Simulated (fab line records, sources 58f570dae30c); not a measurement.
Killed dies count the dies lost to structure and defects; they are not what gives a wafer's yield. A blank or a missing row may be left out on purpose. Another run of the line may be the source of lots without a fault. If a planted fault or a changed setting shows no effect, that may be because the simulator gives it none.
Code-filled problem report in 8D (eight disciplines) form | flow berkeley_cmos170 | the parts of the form that need people (team, actions taken, sign-off) are left out

## 1. PROBLEM STATEMENT
UCB170_GATE_EXPOSE_09, exposure_dose_mJ_cm2: mean 20.892 on 3 wafers (1 lot); fault-free wafers 20.999, standard deviation 0.022. That puts it -4.8 standard deviations away from the usual mean.
The step: exposes mask POLY, target cd 350 nm.
Seen first at day 9 00:43 on krf_scanner-01, wafer L306.2. The record has a number at this step for 15 wafers belonging to 5 lots. The rule behind "out" and "out of limits": a value lying over 4 standard deviations away from the usual mean. Any other wafer with a number is counted as sound.

## 2. WHAT IT IS, AND WHAT IT ISN'T
question                    | is                     | is not
which readings at this step | exposure_dose_mJ_cm2   | stage_vel_mm_s
which lots                  | L306                   | L291, L298, L301, L314
which wafers of those lots  | all that have a number | -
read on which tools         | krf_scanner-01         | krf_scanner-02
when                        | from day 9 00:43       | up to then (9 sound wafers); but 3 sound wafers of L314 came after

## 3. WHAT RULES OUT EACH SUSPECT
Counting: any tool at a process step up to the reading is kept as a suspect provided that every lot that is out went through it and no sound lot did after the first of them.
- plasma_asher-01 at UCB170_PVT_STRIP_08 (strips in O2): kept. It ran the lot that is out, L306 (day 8 14:02), and no sound lot after that; its last sound lot up to then is L301 (day 7 10:45).
- krf_scanner-01 at UCB170_GATE_EXPOSE_09 (exposes mask POLY, target cd 350 nm): kept. It ran the lot that is out, L306 (day 9 00:43), and no sound lot after that; its last sound lot up to then is L301 (day 7 18:13). On those wafers its own readings are out: exposure_dose_mJ_cm2.
Left after counting: plasma_asher-01 at UCB170_PVT_STRIP_08, krf_scanner-01 at UCB170_GATE_EXPOSE_09.

## 4. THE CAUSE (what the simulator had put in)
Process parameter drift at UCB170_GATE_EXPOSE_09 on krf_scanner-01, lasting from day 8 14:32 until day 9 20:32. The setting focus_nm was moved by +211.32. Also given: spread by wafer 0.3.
Counting leaves 2 suspects; this tool is one of them.

## 5. SEQUENCE OF EFFECTS, ordered by route
Each row: a reading whose mean over the struck wafers that have a number lies more than 3 standard deviations from the usual. Only readings for which the record gives a usual standard deviation are gone through. hours: the time from each lot's start at the first step in this table that gives one to its start at this step, as a median over the lots. sigmas: the change in usual standard deviations.
hours | step                  | reading              | usual  | on struck wafers | change | sigmas
0     | UCB170_GATE_EXPOSE_09 | exposure_dose_mJ_cm2 | 20.999 | 20.892           | -0.107 | -4.8
It contains these process steps:
- UCB170_GATE_EXPOSE_09: exposes mask POLY, target cd 350 nm.

## 6. HOW IT WOULD HAVE BEEN CAUGHT EARLIER
In this record the first reading out of limits was taken at day 9 00:43, 10 hours after the fault began at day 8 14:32.
